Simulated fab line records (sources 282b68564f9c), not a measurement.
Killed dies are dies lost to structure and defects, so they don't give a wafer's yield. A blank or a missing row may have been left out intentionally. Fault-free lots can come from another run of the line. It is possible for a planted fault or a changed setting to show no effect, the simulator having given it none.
A lot that was struck, set against a sound lot -- flow rit_cmos -- 30 steps out of a route of 202
Sound: these wafers, L297.1, L297.4, L297.5. Wafers L302.1, L302.4, L302.6 were the ones struck. At the end, the cause is stated.
Each step with rows lists, per side, the tool, then ch with its chambers, then its first start. Under that, the readings that differ: sound wafers -- struck wafers -- difference of the means -- sigmas: that difference in standard deviations of wafers without a fault.
alike: readings with means less than 2 such deviations apart, plus words and numbers identical on both sides. not compared: withheld readings, readings lacking a value on some wafer, bounds such as >300 that could conceal the same value, and numbers that have no deviation in the record and whose values overlap.
A row with sigmas, a row that says differs or no value, or rows on one side alone: a step with any of these is where the two part. Non-overlapping numbers with no deviation appear without sigmas and do not part them. Lack of a reading on every wafer of one side parts them only where that side has two or more wafers.

RIT_FOX2_THK_MEAS_01:
  sound on film_metro-04 at day 3 14:14; struck on film_metro-02 at day 4 17:38
  alike: FOX2_OXIDE_THK
then, 2 steps without rows for these wafers: RIT_FOX2_CLEAN_02 (cleans in dHF, time 180 s); RIT_FOX2_WET_ETCH_03 (etches Si3N4 in H3PO4, target depth 195 nm, time 2700 s).
RIT_FOX2_THK_MEAS_90:
  sound on film_metro-04 at day 3 15:07; struck on film_metro-03 at day 4 18:31
  alike: FIELD_OXIDE_LEFT_1_THK
then, 6 steps without rows for these wafers: RIT_NWELL_HMDS_00 (prime time 60 s); RIT_NWELL_COAT_01 (resist thk 1300 nm); RIT_NWELL_SOFTBAKE_02 (time 60 s); RIT_NWELL_EXPOSE_03 (exposes mask M2, target cd 43900 nm); RIT_NWELL_PEB_04; RIT_NWELL_DEVELOP_05 (develop time 68 s).
RIT_NWELL_OVL_MEAS_06:
  sound on overlay-02 at day 3 16:11; struck on overlay-01 at day 4 19:35
  alike: NWELL_OVL
then, 1 step without rows for these wafers: RIT_NWELL_HARDBAKE_07 (time 120 s).
RIT_NWELL_IMPLANT_08:
  sound on implanter-02 ch 0, day 3 16:28; struck on implanter-02 ch 0, day 4 19:52
reading,sound,struck,difference,sigmas
beam_on_s (s),10.14 9.89 9.94,11.37 11.14 11.05,+1.20,+6
end_station_pressure_torr (Torr),4.55e-06 5e-06 5.15e-06,5.05e-05 4.999e-05 4.997e-05,+4.53e-05,+99 or more
faraday_current_uA,157.2 160.3 159.7,141.2 143.6 145.1,-15.8,-5
RIT_NWELL_STRIP_09: strips in O2, time 180 s.
  sound on plasma_asher-01 ch 0,1, day 3 16:37; struck on plasma_asher-01 ch 1, day 4 20:01
  alike: drypump_motor_current_A
  not compared: rf_hours_counter_h
RIT_NWELL_TW_MEAS_10:
  sound on film_metro-04 at day 3 16:47; struck on film_metro-03 at day 4 20:11
reading,sound,struck,difference,sigmas
NWELL_TW,2153 2144 2154,2207 2216 2208,+60,+5
then, 6 steps without rows for these wafers: RIT_PWELL_HMDS_00 (prime time 60 s); RIT_PWELL_COAT_01 (resist thk 1300 nm); RIT_PWELL_SOFTBAKE_02 (time 60 s); RIT_PWELL_EXPOSE_03 (exposes mask M3, target cd 43700 nm); RIT_PWELL_PEB_04; RIT_PWELL_DEVELOP_05 (develop time 68 s).
RIT_PWELL_OVL_MEAS_06:
  sound on overlay-01 at day 3 17:44; struck on overlay-01 at day 4 21:15
  alike: PWELL_OVL
then, 2 steps without rows for these wafers: RIT_PWELL_HARDBAKE_07 (time 120 s); RIT_PWELL_IMPLANT_08.
RIT_PWELL_STRIP_09: strips in O2, time 180 s.
  sound on plasma_asher-04 ch 1, day 3 18:10; struck on plasma_asher-02 ch 0,1, day 4 21:41
  alike: drypump_motor_current_A
  not compared: rf_hours_counter_h
RIT_PWELL_TW_MEAS_10:
  sound on film_metro-01 at day 3 18:20; struck on film_metro-03 at day 4 21:52
reading,sound,struck,difference,sigmas
PWELL_TW,943 936 941,953 956 955,+15,+2
then, 1 step without rows for these wafers: RIT_WELLDRIVE_ANNEAL_00 (time 14700 s).
RIT_WELLDRIVE_RS_MEAS_01: measures by four-point-probe.
  sound on film_metro-04 at day 4 02:11; struck on film_metro-04 at day 5 03:48
reading,sound,struck,difference,sigmas
NWELL_RS (ohm/sq),275.9 275.0 274.9,259.3 258.8 259.2,-16.2,-19
RIT_WELLDRIVE_RS_MEAS_02: measures by four-point-probe.
  sound on film_metro-04 at day 4 02:19; struck on film_metro-04 at day 5 03:55
  alike: PWELL_RS
RIT_M1_PROBE_99:
  sound on prober-01 at day 5 10:58; struck on prober-02 at day 6 11:58
reading,sound,struck,difference,sigmas
model.etest.nwell_pinched.rs_ohm_sq,335.4 338.2 342.6,320.6 318.7 319.8,-19.0,
model.etest.well_edge_left.line_ohm_um,181.7 182.1 184.3,168.1 169.2 170,-13.6,
model.etest.well_edge_right.line_ohm_um,180.9 180.2 182.5,169.1 167.5 169.5,-12.5,
model.etest.field_p_metal.vt_v (V),-28.8 -28.79 -28.55,-31.25 -31.89 -32.36,-3.12,
model.etest.field_p.vt_v (V),-12.53 -12.52 -12.52,-13.66 -13.75 -13.71,-1.18,
model.etest.iso_nwell_nwell.bv_v (V),22.07 22.08 22.38,21.49 21.69 21.35,-0.67,
model.etest.vpnp.gain,1.053 1.073 1.076,1.012 1.041 1.035,-0.038,
  alike: killed_at_contacts, killed_at_front_end, killed_dies, killed_open, killed_short
  not compared: model.etest.diode_pplus_nwell.bv_v

## WHERE THEY PART
Last at RIT_WELLDRIVE_RS_MEAS_01 as far as this record goes, first at RIT_NWELL_IMPLANT_08. Later steps at which nothing parts them and some readings are alike: RIT_WELLDRIVE_RS_MEAS_02, RIT_M1_PROBE_99.

WHY: whatever the simulator had introduced
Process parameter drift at RIT_NWELL_IMPLANT_08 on implanter-02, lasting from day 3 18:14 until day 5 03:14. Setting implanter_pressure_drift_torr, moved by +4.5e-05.
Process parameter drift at RIT_NWELL_IMPLANT_08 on implanter-02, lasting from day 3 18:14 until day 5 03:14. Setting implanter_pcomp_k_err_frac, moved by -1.
